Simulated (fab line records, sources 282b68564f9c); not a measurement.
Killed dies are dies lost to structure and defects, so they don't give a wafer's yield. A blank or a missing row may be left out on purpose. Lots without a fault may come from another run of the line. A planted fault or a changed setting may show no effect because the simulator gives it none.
fab line records | flow rit_cmos
record lots=15 wafers=45 last_day=7
route steps=202 shown REOX@101
lots that met no fault: from a run of the same line without faults
start_h: hours from the record's first day to the start of the lot's first wafer shown | wait_h: hours since the lot's step before | " the same as in the row above | L1.1+2: a row that stands for several wafers | - no value, or no start given | * or withheld: withheld | < > ~ a bound
route shown NAME@n: a module of which the file shows steps, and the number in the route of the first | usual: mean/standard deviation of fault-free wafers | same: alike in all rows | chamber/n: place in a boat | sites: the reading at each site | _std_site: their standard deviation | _edge_site: outer sites' mean less inner sites' | radius_mm: how far each site lies from the wafer's centre | mask NAME#n: copy n | behind: the tool/chamber that last shaped the wafer | hold: why the lot was held/for how many hours/how that ended | device: the transistor (n, p or np) that didn't switch | end of line: the same wafers' tests at the end of the route | a step without rows: its recipe alone | killed: dies lost to structure and defects at the first sort, not the wafer's yield | map: a wafer's dies, x killed, . not, _ none there
set.NAME: the setting as run; set.NAME@STEP: as run at that earlier step | model.NAME: the simulator's own value behind a step, which no gauge read
steps of the route over a sample of lots; a table a step, a row a wafer
services: from which hour (start_h, from the record's first day; less than 0 if before it) a tool's chamber was out of use, for how many hours, and why
## steps
# step RIT_REOX_OXIDATION_03
# recipe temp_c=900 ambient=O2 target_thk_a=252 ox_time_s=5580
# usual spike_tc_centre_C=902.0/1.5 spike_tc_load_C=924/3.3 spike_tc_source_C=923/4.1 tube_center_temp_C=900/0.083 tube_center_temp_C_max=902.3/0.36 zone_power_load_pct=26.8/2.6
# columns lot.wafer tool chamber start_h wait_h spike_tc_centre_C spike_tc_load_C spike_tc_source_C tube_center_temp_C tube_center_temp_C_max zone_power_load_pct
L338.2 furnace-04 0 62.46 9.4 900.8 926 927 900.1 902.6 25.3
L338.3 " 0 " " 899.7 925 926 899.86 902.2 25.3
L338.5 " 0 " " 899.9 927 927 899.92 902.3 25.8
L339.4 furnace-04 0 74.91 4.8 900.2 926 928 900.01 902.0 26.0
L339.5 " 0 " " 899.7 927 927 900.14 902.5 25.6
L339.6 " 0 " " 900.7 927 928 899.98 902.5 25.6
L340.1 furnace-03 0 78.59 0.0 904.7 928 925 900.05 902.1 31.3
L340.4 " 0 " " 902.6 926 925 900.08 902.2 30.7
L340.5 " 0 " " 903.3 926 925 900.09 902.3 30.7
L341.1 furnace-03 0 81.39 2.5 904.0 927 924 899.98 902.1 30.5
L341.2 " 0 " " 904.5 929 925 899.88 902.6 30.6
L341.6 " 0 " " 904.0 927 926 900.12 902.3 30.9
L342.4 furnace-03 0 87.19 4.8 903.8 927 924 899.95 902.3 30.9
L342.5 " 0 " " 903.2 928 926 899.9 902.0 30.7
L342.6 " 0 " " 904.0 928 926 899.94 901.8 30.8
L343.4 furnace-03 0 87.19 1.8 903.2 927 925 900 901.9 30.3
L343.5 " 0 " " 904.5 926 927 900.04 902.9 31.1
L343.6 " 0 " " 903.7 927 924 899.98 902.6 30.0
L344.1 furnace-04 0 105.47 4.0 900.7 925 927 900 902.3 25.9
L344.3 " 0 " " 899.6 926 927 900.13 902.8 25.5
L344.4 " 0 " " 901.2 926 927 900.12 902.2 26.0
L345.1 furnace-04 0 105.47 3.7 899.3 925 928 900.06 903.3 25.8
L345.3 " 0 " " 899.6 926 928 899.99 902.1 25.8
L345.4 " 0 " " 899.8 926 926 900.04 902.1 25.9
L347.3 furnace-03 0 110.34 2.1 904.7 927 923 900.13 902.2 30.9
L347.4 " 0 " " 904.4 928 924 899.98 902.3 31.4
L347.5 " 0 " " 902.9 928 925 899.8 902.0 30.8
L346.2 furnace-03 0 112.89 0.1 904.3 928 925 900.01 902.4 29.9
L346.4 " 0 " " 905.0 928 926 900.06 902.2 30.6
L346.5 " 0 " " 901.7 928 926 899.94 902.0 30.8
L349.1 furnace-04 0 118.91 0.3 915.6 941 941 915.1 917.3 26.5
L349.3 " 0 " " 915.6 942 941 914.85 917.2 26.7
L349.6 " 0 " " 916.0 940 943 915.03 917.5 26.8
L350.2 furnace-04 0 118.91 0.3 916.2 940 941 914.97 917.8 26.6
L350.3 " 0 " " 917.9 941 943 915 917.0 26.7
L350.4 " 0 " " 914.5 942 943 914.98 916.8 27.1
L351.1 furnace-03 0 122.76 0.1 903.7 926 926 900.05 902.7 31.0
L351.3 " 0 " " 903.9 927 925 899.98 902.1 31.5
L351.5 " 0 " " 903.2 928 926 900.03 902.6 30.6
L352.1 furnace-04 0 122.90 0.0 915.8 941 943 915.01 917.1 26.8
L352.3 " 0 " " 917.2 941 940 914.87 917.0 26.9
L352.5 " 0 " " 914.5 941 940 914.97 916.7 27.1
L358.1 furnace-01 0 147.50 0.3 901.7 920 919 900.14 903.7 24.4
L358.3 " 0 " " 901.1 920 918 899.93 901.8 24.9
L358.5 " 0 " " 902.0 917 917 899.95 901.9 24.6
# step RIT_REOX_THK_MEAS_04
# recipe reads=SiO2_of_REOX_OXIDATION_03
# usual REOX_OXIDE_THK=25.3/0.37
# columns lot.wafer tool chamber start_h wait_h REOX_OXIDE_THK[nm]
L338.2 film_metro-04 - 65.02 0.0 25.4
L338.3 " - " " 25.1
L338.5 " - " " 25.2
L339.4 film_metro-01 - 77.49 0.0 25.8
L339.5 " - " " 25.6
L339.6 " - " " 25.6
L340.1 film_metro-01 - 81.14 0.0 25.6
L340.4 " - " " 25.5
L340.5 " - " " 25.1
L341.1 film_metro-01 - 83.94 0.0 25.4
L341.2 " - " " 25.2
L341.6 " - " " 25.4
L342.4 film_metro-03 - 89.77 0.0 25.1
L342.5 " - " " 24.4
L342.6 " - " " 24.7
L343.4 film_metro-01 - 89.77 0.0 25.6
L343.5 " - " " 25.4
L343.6 " - " " 25.6
L344.1 film_metro-04 - 108.02 0.0 24.9
L344.3 " - " " 25.3
L344.4 " - " " 25.1
L345.1 film_metro-01 - 108.02 0.0 25.7
L345.3 " - " " 25.5
L345.4 " - " " 25.6
L347.3 film_metro-04 - 112.91 0.0 25.9
L347.4 " - " " 25.6
L347.5 " - " " 26.0
L346.2 film_metro-01 - 115.45 0.0 25.6
L346.4 " - " " 25.1
L346.5 " - " " 25.5
L349.1 film_metro-01 - 121.46 0.0 29.2
L349.3 " - " " 29.2
L349.6 " - " " 29.6
L350.2 film_metro-04 - 121.47 0.0 29.3
L350.3 " - " " 28.9
L350.4 " - " " 29.2
L351.1 film_metro-04 - 125.31 0.0 25.2
L351.3 " - " " 25.3
L351.5 " - " " 25.5
L352.1 film_metro-04 - 125.45 0.0 29.1
L352.3 " - " " 29.3
L352.5 " - " " 29.1
L358.1 film_metro-03 - 150.05 0.0 25.0
L358.3 " - " " 24.9
L358.5 " - " " 25.1
## services
# columns tool chamber start_h hours kind
furnace-03 - 54.34 3.5 pm
furnace-01 - 75.16 19.3 repair
furnace-01 - 94.50 2.9 pm
furnace-03 - 98.00 2.9 pm
furnace-03 - 99.99 10.3 repair
## key
first_sign step=RIT_REOX_OXIDATION_03 reading=tube_center_temp_C direction=up sigmas=99+ usual=* struck=*
effect step=RIT_REOX_OXIDATION_03 reading=tube_center_temp_C_max direction=up sigmas=41 usual=* struck=*
effect step=RIT_REOX_THK_MEAS_04 reading=REOX_OXIDE_THK direction=up sigmas=11 usual=25.3 struck=29.2
met_at RIT_REOX_OXIDATION_03
struck_lots L349,L350,L352
tester_left_out L349,L350,L352
fault kind=process_parameter_drift tool=furnace-04 chamber=- onset_h=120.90 steps=RIT_REOX_OXIDATION_03 channel=temp_c offset=* shape=step end_h=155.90 acts_in=* stated=*
# tester_left_out: of these lots the tester's yield and bins aren't shown, on N5 and GAA mostly nor the transistor test; their killed dies are dies lost to structure and defects alone, not to doping, threshold or leakage, so they don't give the yield
